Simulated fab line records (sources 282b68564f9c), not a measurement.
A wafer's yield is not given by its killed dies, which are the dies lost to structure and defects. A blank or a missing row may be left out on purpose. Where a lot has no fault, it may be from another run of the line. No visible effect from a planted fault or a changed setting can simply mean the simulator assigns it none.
Comparing a struck lot with a sound one | flow rit_cmos | 16 out of 202 route steps
Sound: wafers L157.2, L157.5, L157.6. The struck wafers were L168.1, L168.3, L168.6. The cause is given at the end.
Per side, at each step with rows, come the tool, then ch with its chambers, and then its first start. Under that, the readings that differ: sound wafers | struck wafers | difference of the means | sigmas: that difference in standard deviations of wafers without a fault.
alike: words and numbers the same on both sides, and readings whose means are apart by under 2 such deviations; not compared: readings that were withheld, readings missing a value for some wafer, numbers with overlapping values and no deviation given by the record, and bounds like >300 which may hide the same value.
A row with sigmas, a row that says differs or no value, or rows on one side alone: a step with any of these is where the two part. Non-overlapping numbers with no deviation appear without sigmas and do not part them. Lack of a reading on every wafer of one side parts them only where that side has two or more wafers.

first, 1 step without rows for these wafers: RIT_PSD_IMPLANT_08.
RIT_PSD_STRIP_09: strips in O2, time 180 s.
  sound on plasma_asher-04 ch 0,1, day 4 12:20; struck on plasma_asher-04 ch 0,1, day 6 19:22
  alike: drypump_motor_current_A
  not compared: rf_hours_counter_h
RIT_PSD_TW_MEAS_10:
  struck on film_metro-02, day 6 19:32; sound on film_metro-03, day 4 12:31
  alike: PSD_TW
then, 3 steps without rows for these wafers: RIT_SDANNEAL_CLEAN_00 (cleans in SC1, time 600 s); RIT_SDANNEAL_CLEAN_01 (cleans in dHF, time 30 s); RIT_SDANNEAL_CLEAN_02 (cleans in SC2, time 600 s).
RIT_SDANNEAL_RTA_03: time 5 s.
  sound on rtp_anneal-02 ch 0, day 4 12:57; struck on rtp_anneal-01 ch 0, day 6 19:58
  alike: ramp_down_c_per_s, wafer_temp_C_max
RIT_SDANNEAL_RS_MEAS_04: measures by four-point-probe.
  struck on film_metro-02, day 6 20:02; sound on film_metro-03, day 4 13:01
  alike: PSD_RS
RIT_SDANNEAL_RS_MEAS_05: measures by four-point-probe.
  struck on film_metro-02, day 6 20:09; sound on film_metro-03, day 4 13:08
  alike: NSD_RS
RIT_SDANNEAL_RS_MEAS_06: measures by four-point-probe.
  struck on film_metro-02, day 6 20:16; sound on film_metro-03, day 4 13:16
  alike: PLDD_RS
RIT_SDANNEAL_RS_MEAS_07: measures by four-point-probe.
  struck on film_metro-02, day 6 20:23; sound on film_metro-03, day 4 13:23
  alike: NLDD_RS
then, 1 step without rows for these wafers: RIT_SILICIDE_WET_ETCH_00 (etches SiO2 in BOE, target depth 14 nm, time 15 s).
RIT_SILICIDE_SPUTTER_01: material Ti, target thk 30 nm, time 229.5 s.
  struck on pvd_sputter-03, day 6 20:31; sound on pvd_sputter-04, day 4 13:30
  no value came back on the struck wafers for cathode_dc_power_W (W), chamber_pressure_pa (Pa), throttle_valve_pct (%); on the sound wafers cathode_dc_power_W (W) reads 349.92 350.03 349.89
RIT_SILICIDE_RS_MEAS_02: measures by four-point-probe.
  struck on film_metro-01, day 6 20:58; sound on film_metro-01, day 4 13:40
  reading                 | sound          | struck | difference                    | sigmas
  SILICIDE_TI_RS (ohm/sq) | 50.8 50.7 50.4 | - - -  | no value on the struck wafers |
  not compared: hold
RIT_SILICIDE_THK_MEAS_03: measures by xrf.
  struck on film_metro-01, day 7 00:48; sound on film_metro-01, day 4 13:47
  reading              | sound             | struck            | difference | sigmas
  SILICIDE_TI_THK (nm) | 28.17 28.39 28.27 | <0.00 <0.00 <0.00 | differs    |
  not compared: hold
RIT_M1_PROBE_99:
  sound wafers here have rows in the record (prober-01, day 4 20:32); struck ones have none

## WHERE THEY PART
Last at RIT_M1_PROBE_99 as far as this record goes, first at RIT_SILICIDE_SPUTTER_01.

WHY: the cause the simulator had injected
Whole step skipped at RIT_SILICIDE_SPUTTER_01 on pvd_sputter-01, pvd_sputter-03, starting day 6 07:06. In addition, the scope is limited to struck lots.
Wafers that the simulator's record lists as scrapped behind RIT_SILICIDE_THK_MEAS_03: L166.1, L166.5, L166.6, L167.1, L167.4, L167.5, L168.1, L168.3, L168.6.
